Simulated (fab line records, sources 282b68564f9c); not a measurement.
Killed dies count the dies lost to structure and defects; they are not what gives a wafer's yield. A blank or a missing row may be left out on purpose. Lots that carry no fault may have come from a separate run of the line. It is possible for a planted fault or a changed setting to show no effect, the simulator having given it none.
The tool behind it: which one? ; flow rit-cmos ; 15 lots, 45 wafers sampled, at 1 step of a route of 202

## WHAT THE GAUGES READ, wafer by wafer
The record lacks any reading of a measuring or inspecting step that a usual standard deviation could be used to judge.

## WHAT TOOL EACH LOT RAN ON (gives the tool, then ch and the chambers of the sampled wafers, and finally the start)
lot;RIT_CONTACT_STRIP_12
L363;plasma-asher-04 ch 0,1, day 3 16:29
L364;plasma-asher-04 ch 0,1, day 3 19:47
L365;plasma-asher-03 ch 0,1, day 4 01:55
L366;plasma-asher-03 ch 0,1, day 4 06:26
L367;plasma-asher-04 ch 0,1, day 4 11:22
L368;plasma-asher-03 ch 0,1, day 4 17:44
L370;plasma-asher-03 ch 0,1, day 5 04:30
L371;plasma-asher-03 ch 0,1, day 5 08:01
L379;plasma-asher-02 ch 0,1, day 6 19:55
L380;plasma-asher-04 ch 0,1, day 7 04:07
L381;plasma-asher-04 ch 0,1, day 7 06:15
L382;plasma-asher-04 ch 0, day 7 09:52
L383;plasma-asher-04 ch 0,1, day 7 17:08
L384;plasma-asher-03 ch 0,1, day 7 21:10
L385;plasma-asher-03 ch 0,1, day 8 04:22
- RIT_CONTACT_STRIP_12: strips in O2, time 180 s.

## WHAT THE TOOLS THEMSELVES READ (means of the sampled wafers that have a number; where no wafer has one, the mark that the record gives instead)
RIT_CONTACT_STRIP_12. Usual: drypump-motor-current-A 5.4 A, standard deviation 0.48; run-length-s 208.3 s, standard deviation 0.31.
lot;tool;drypump-motor-current-A (A);run-length-s (s);flag
L363;plasma-asher-04;4.9;208.5;
L364;plasma-asher-04;4.9;208.5;
L365;plasma-asher-03;5.6;208.3;
L366;plasma-asher-03;5.7;208.0;
L367;plasma-asher-04;4.9;208.7;
L368;plasma-asher-03;5.6;253.7;OFF
L370;plasma-asher-03;5.5;253.7;OFF
L371;plasma-asher-03;5.7;253.7;OFF
L379;plasma-asher-02;6.0;208.4;
L380;plasma-asher-04;4.9;208.5;
L381;plasma-asher-04;5.0;208.6;
L382;plasma-asher-04;4.8;208.4;
L383;plasma-asher-04;5.1;208.6;
L384;plasma-asher-03;5.6;208.4;
L385;plasma-asher-03;5.5;208.1;

## THE ANSWER, worked out from the rows above alone
Rule: a lot counts as off when the mean over its wafers that have a number is more than 3 standard deviations away from the usual mean. A lot without any number at a reading at which 4 lots or more have one is off too. All remaining lots with rows at the step are treated as sound. After the gauges, taken in route order, come the tools' own readings; for these a lot's mean is taken, as printed above. The first step at which some lot is off is used, and at that step the reading that is off furthest; a lot without a number counts as furthest.
Off: L368, L370, L371, at RIT_CONTACT_STRIP_12 (run-length-s).
A tool fits if, at that step or a process step before it, it ran every lot that is off, and no sound lot after the first of them. No candidate that was tried fits.

## WHAT THE SIMULATOR PUT IN
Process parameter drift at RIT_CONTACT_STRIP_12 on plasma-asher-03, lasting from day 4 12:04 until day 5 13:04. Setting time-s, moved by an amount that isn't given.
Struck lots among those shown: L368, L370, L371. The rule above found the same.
